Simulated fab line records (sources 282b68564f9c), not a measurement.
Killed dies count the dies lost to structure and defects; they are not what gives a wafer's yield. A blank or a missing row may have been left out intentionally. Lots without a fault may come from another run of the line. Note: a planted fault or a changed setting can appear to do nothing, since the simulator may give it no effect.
Problem report in the 8D (eight disciplines) form, filled by code :: flow rit cmos :: the parts of the form that need people (team, actions taken, sign-off) are left out

## 1. PROBLEM STATEMENT
Across 6 wafers from 2 lots, NWELL_RS at RIT_WELLDRIVE_RS_MEAS_01 averages 321.9 ohm/sq, while fault-free wafers read 275.3 ohm/sq with a standard deviation of 0.73. That is +64 standard deviations from the usual mean.
The step: measures by four-point-probe.
First observed at day 4 11:10: wafer L799.3, on film metro-02. At this step, 42 wafers from 14 lots have a number in the record. Rule for "out", or "out of limits": more than 4 standard deviations from the usual mean. Any other wafer with a number is counted as sound.

## 2. WHAT THIS IS AND IS NOT
question: which readings at this step
is: NWELL_RS
is not: -

question: which lots
is: L799, L800
is not: L788, L789, L790, L791, L793, L795, L802, L803, L805, L807, L808, L810

question: which wafers of those lots
is: all that have a number
is not: -

question: read on which gauges
is: film metro-02, film metro-04
is not: film metro-03

question: when
is: from day 4 11:10
is not: up to then (18 sound wafers); but 18 sound wafers of L802, L803, L805, L807, L808, L810 came after

## 3. THE SUSPECTS, EACH WITH WHAT RULES IT OUT
Counting: a tool stays on the suspect list if, at a process step up to the reading, it processed all lots that are out and no sound lot following the first of them.
- the gauge at RIT_WELLDRIVE_RS_MEAS_01 is ruled out. 2 gauges (film metro-02, film metro-04) read the wafers that are out.
- furnace-02 at RIT_WELLDRIVE_ANNEAL_00 (time 14700 s): kept. Every lot that is out went through it, starting with L799 (day 4 06:02), and after that it ran no sound lot; the last sound lot it ran before then is L793 (day 3 03:34). Out on those wafers are its own readings of spike tc centre C, spike tc load C, spike tc source C.
After counting, what remains is furnace-02 at RIT_WELLDRIVE_ANNEAL_00.

## 4. THE CAUSE (what the simulator had put in)
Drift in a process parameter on furnace-02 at RIT_WELLDRIVE_ANNEAL_00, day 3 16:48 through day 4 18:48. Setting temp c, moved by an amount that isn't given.
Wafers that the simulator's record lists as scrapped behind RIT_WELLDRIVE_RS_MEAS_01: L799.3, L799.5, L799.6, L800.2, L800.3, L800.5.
After counting, this tool was the only one left.

## 5. SEQUENCE OF EFFECTS, ordered by route
Rows list readings where the struck wafers' mean (over those with a number) sits beyond 3 standard deviations from the usual. Only readings for which the record gives a usual standard deviation are gone through. hours: the time from each lot's start at the first step in this table that gives one to its start at this step, as a median over the lots. sigmas: the change in usual standard deviations.
hours: 0
step: RIT_WELLDRIVE_ANNEAL_00
reading: spike tc centre C
usual: 1101.8 C
on struck wafers: 1061.5
change: -40.3
sigmas: -31

hours: 0
step: RIT_WELLDRIVE_ANNEAL_00
reading: spike tc load C
usual: 1128 C
on struck wafers: 1092
change: -36
sigmas: -9.3

hours: 0
step: RIT_WELLDRIVE_ANNEAL_00
reading: spike tc source C
usual: 1127.6 C
on struck wafers: 1085.7
change: -41.9
sigmas: -21

hours: 5
step: RIT_WELLDRIVE_RS_MEAS_01
reading: NWELL_RS
usual: 275.3 ohm/sq
on struck wafers: 321.9
change: +46.6
sigmas: +64
It contains these process steps:
- RIT_WELLDRIVE_ANNEAL_00: time 14700 s.

## 6. WHAT WOULD HAVE CAUGHT IT SOONER
Counted from the fault's start at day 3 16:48, it took 18 hours until the first out-of-limits reading at a measuring or inspecting step in this record, taken at day 4 11:10.
At RIT_WELLDRIVE_ANNEAL_00, the tool's own readings (spike tc centre C, spike tc load C, spike tc source C) were out on each struck wafer the step has a row for, so an alarm limit on them would have fired on the first such wafer.
Of the lots that are out (2), L800 began RIT_WELLDRIVE_ANNEAL_00 on furnace-02 after day 4 11:10. Putting the tool on hold at that point would have spared it.
